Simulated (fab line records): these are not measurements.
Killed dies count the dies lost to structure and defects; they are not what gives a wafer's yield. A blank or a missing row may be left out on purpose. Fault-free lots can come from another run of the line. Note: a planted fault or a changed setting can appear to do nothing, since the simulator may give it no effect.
Shared-tool check	flow berkeley-cmos170	Sample size 14 lots and 42 wafers

== WHY THIS WAS OPENED ==
On 2 of the 14 lots, a flag is raised at UCB170_M1_CD_MEAS_90 on the reading cd-nm. No-fault wafers: 700.7 nm, standard deviation 2.7.
Rule: flag the lot when none of its wafers has a number, or when each of its wafers that has one lies beyond 4 standard deviations from that mean. As for the other lots, they are considered sound.

lot	measured	on	cd-nm (nm), wafer by wafer	flag
L321	day 8 08:24	cd-sem-02	700.2 700.9 701.4	
L320	day 8 09:17	cd-sem-02	705.8 700.8 704.6	
L319	day 8 13:52	cd-sem-01	696.9 699.1 700.5	
L324	day 9 09:08	cd-sem-01	706.0 701.8 699.9	
L322	day 9 11:07	cd-sem-01	701.6 702.4 700.4	
L323	day 9 11:11	cd-sem-02	701.3 697.6 699.4	
L329	day 9 22:28	cd-sem-01	696.6 699.2 697.9	
L326	day 9 22:35	cd-sem-02	698.7 702.2 697.1	
L330	day 9 23:30	cd-sem-01	701.9 703.0 705.0	
L333	day 11 02:43	cd-sem-02	699.6 697.3 698.3	
L335	day 11 17:40	cd-sem-02	686.1 689.1 687.8	FLAGGED
L337	day 12 05:59	cd-sem-02	686.2 686.4 686.0	FLAGGED
L339	day 12 06:36	cd-sem-02	701.0 697.6 696.0	
L340	day 12 07:11	cd-sem-02	699.6 698.8 701.7	
On average the flagged lots' numbers are 686.9 nm, which is -13.8 nm against the usual, or -5 standard deviations.

== EACH LOT AND THE TOOL IT RAN ON ==
Before the reading, the record contains 2 process steps out of a 331-step route. Cell contents, in order: the tool; ch with the chambers the sampled wafers went through; the start.
lot	flag	UCB170_M1_METAL_ETCH_12	UCB170_M1_STRIP_13
L321		rie-metal-03 ch 0,1, day 8 08:09	plasma-asher-03 ch 0,1, day 8 08:17
L320		rie-metal-02 ch 0,1, day 8 09:02	plasma-asher-02 ch 0,1, day 8 09:10
L319		rie-metal-03 ch 0,1, day 8 13:38	plasma-asher-02 ch 0,1, day 8 13:45
L324		rie-metal-02 ch 0,1, day 9 08:54	plasma-asher-02 ch 0,1, day 9 09:01
L322		rie-metal-04 ch 0,1, day 9 10:52	plasma-asher-02 ch 0,1, day 9 10:59
L323		rie-metal-03 ch 0,1, day 9 10:56	plasma-asher-03 ch 0,1, day 9 11:05
L329		rie-metal-03 ch 0,1, day 9 22:10	plasma-asher-02 ch 0,1, day 9 22:17
L326		rie-metal-02 ch 0,1, day 9 22:21	plasma-asher-01 ch 0,1, day 9 22:29
L330		rie-metal-02 ch 0,1, day 9 23:15	plasma-asher-03 ch 0,1, day 9 23:23
L333		rie-metal-03 ch 0,1, day 11 02:28	plasma-asher-02 ch 0,1, day 11 02:37
L335	FLAGGED	rie-metal-03 ch 0, day 11 17:26	plasma-asher-02 ch 0, day 11 17:34
L337	FLAGGED	rie-metal-03 ch 0,1, day 12 05:44	plasma-asher-03 ch 1, day 12 05:52
L339		rie-metal-02 ch 0,1, day 12 06:22	plasma-asher-03 ch 0,1, day 12 06:30
L340		rie-metal-04 ch 0,1, day 12 06:58	plasma-asher-03 ch 0,1, day 12 07:05
What is done by these steps:
- UCB170_M1_METAL_ETCH_12: etches Al in Cl2/BCl3, stops on PSG, target depth 780 nm, time 130 s.
- UCB170_M1_STRIP_13: strips in O2.
- UCB170_M1_CD_MEAS_90: target cd 700 nm.

== FLAGGED OVER TOTAL, TOOL BY TOOL (the gauges that took the reading come last) ==
step	tool	lots run	flagged	share of the flagged lots	sound lots run after its first flagged lot
UCB170_M1_METAL_ETCH_12	rie-metal-02	5	0	none	-
UCB170_M1_METAL_ETCH_12	rie-metal-03	7	2	all	0
UCB170_M1_METAL_ETCH_12	rie-metal-04	2	0	none	-
UCB170_M1_STRIP_13	plasma-asher-01	1	0	none	-
UCB170_M1_STRIP_13	plasma-asher-02	7	1	some	0
UCB170_M1_STRIP_13	plasma-asher-03	6	1	some	2 (L339,L340)
UCB170_M1_CD_MEAS_90	cd-sem-01	5	0	none	-
UCB170_M1_CD_MEAS_90	cd-sem-02	9	2	all	2 (L339,L340)

== WHAT THE TABLE PERMITS ==
Table rows that saw every flagged lot: 2, namely rie-metal-03 at UCB170_M1_METAL_ETCH_12 and cd-sem-02 at UCB170_M1_CD_MEAS_90.
- rie-metal-03 at UCB170_M1_METAL_ETCH_12: 2 of its 7 lots flagged. It ran its last sound lot, L333, at day 11 02:28 and its first flagged lot, L335, at day 11 17:26: a fault with its onset between the two fits.
- cd-sem-02 at UCB170_M1_CD_MEAS_90: 2 of its 9 lots flagged. After the first flagged lot (L339, L340), sound lots still ran on it; a lasting fault on the whole tool would not permit that.
What remains is a single tool, rie-metal-03 at UCB170_M1_METAL_ETCH_12.

== WHAT HAD BEEN PUT IN BY THE SIMULATOR ==
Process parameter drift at UCB170_M1_METAL_ETCH_12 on rie-metal-03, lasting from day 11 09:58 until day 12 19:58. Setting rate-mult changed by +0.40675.
Struck lots among those shown: L335, L337. The same result came from the rule above.
